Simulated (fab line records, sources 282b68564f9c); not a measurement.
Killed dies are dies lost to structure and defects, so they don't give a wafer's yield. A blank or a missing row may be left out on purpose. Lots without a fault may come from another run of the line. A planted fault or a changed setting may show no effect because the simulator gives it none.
One fault seen from 2 desks | flow rit_cmos | each desk has only its own numbers; what lay behind them comes last

THE METROLOGY DESK
What the gauges read, lot by lot, whatever tool the lot ran on: means of the sampled wafers that have a number. A lot is out of limits, marked OUT, if its mean lies more than 4 standard deviations from the usual mean; the brackets give that distance.
Columns: A = PLDD_OVL at RIT_PLDD_OVL_MEAS_06, usual 0.1 nm; B = PLDD_TW at RIT_PLDD_TW_MEAS_10, usual 2346; C = NSD_RS at RIT_SDANNEAL_RS_MEAS_05, usual 84.5 ohm/sq; D = PLDD_RS at RIT_SDANNEAL_RS_MEAS_06, usual 178.5 ohm/sq
lot  | first seen here | A    | B               | C    | D
L273 | day 2 23:46     | -0.3 | 2363            | 84.3 | 178.8
L274 | day 3 05:32     | 0.7  | 2355            | 84.2 | 178.4
L275 | day 3 15:41     | 2.2  | 2373            | 84.3 | 178.6
L276 | day 3 20:18     | 0.1  | 2324            | 84.5 | 179.3
L278 | day 4 05:43     | 1.1  | 2379            | 84.6 | 178.8
L279 | day 4 12:31     | -1.4 | 2326            | 84.5 | 177.9
L281 | day 4 20:10     | 1.6  | 2379            | 84.1 | 178.7
L282 | day 4 23:51     | -0.6 | 2389            | 84.4 | 178.6
L284 | day 5 07:47     | -0.5 | 2520 (+6.2) OUT | 84.2 | 160.2 (-31) OUT
L287 | day 6 00:49     | 1.4  | 2578 (+8.3) OUT | 84.3 | 160.2 (-31) OUT
L288 | day 6 03:23     | -1.2 | 2330            | 84.7 | 178.4
L290 | day 6 13:23     | 1.2  | 2318            | 84.6 | 179.0
L291 | day 6 18:17     | 0.3  | 2320            | 84.4 | 179.3
L295 | day 7 10:53     | 0.8  | 2314            | 85.4 | 178.7
This desk's finding: out of limits on L284, L287; first on L284, day 5 08:19 (PLDD_TW at RIT_PLDD_TW_MEAS_10). In limits: L273, L274, L275, L276, L278, L279, L281, L282, L288, L290, L291, L295.

THE TOOL OWNER'S DESK: implanter-04
The tool's own readings at RIT_PLDD_IMPLANT_08: means of the sampled wafers that have a number, for each lot that ran on this tool. A lot is out of limits, marked OUT, if its mean lies more than 4 standard deviations from the usual mean; the brackets give that distance.
Columns: A = dose_ions_cm2 at RIT_PLDD_IMPLANT_08, usual 9.003e+14; B = faraday_current_uA at RIT_PLDD_IMPLANT_08, usual 2820
lot  | first seen here | A                           | B
L274 | day 3 05:44     | 9.008e+14                   | 2834
L278 | day 4 05:54     | 8.988e+14                   | 2796
L279 | day 4 12:44     | 9.005e+14                   | 2835
L284 | day 5 08:01     | 1.262e+15 (+99 or more) OUT | 4071 (+24) OUT
L287 | day 6 01:01     | 1.262e+15 (+99 or more) OUT | 3960 (+22) OUT
This desk's finding: out of limits on L284, L287; first on L284, day 5 08:01 (dose_ions_cm2 at RIT_PLDD_IMPLANT_08). In limits: L274, L278, L279.

PUT TOGETHER
The tool owner's desk could have raised an alarm at day 5 08:01, on L284, L287.
The metrology desk could have raised an alarm at day 5 08:19, on L284, L287.
Of the lots named, all ran RIT_PLDD_IMPLANT_08 on implanter-04.

WHAT THE SIMULATOR HAD PUT IN
Process parameter drift: implanter-04, from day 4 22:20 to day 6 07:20, at RIT_PLDD_IMPLANT_08. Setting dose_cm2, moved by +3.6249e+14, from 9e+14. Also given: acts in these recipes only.
Lots struck among those shown: L284, L287.
Hours from the fault's start to each desk's first reading out of limits: the tool owner's desk, 10; the metrology desk, 10.
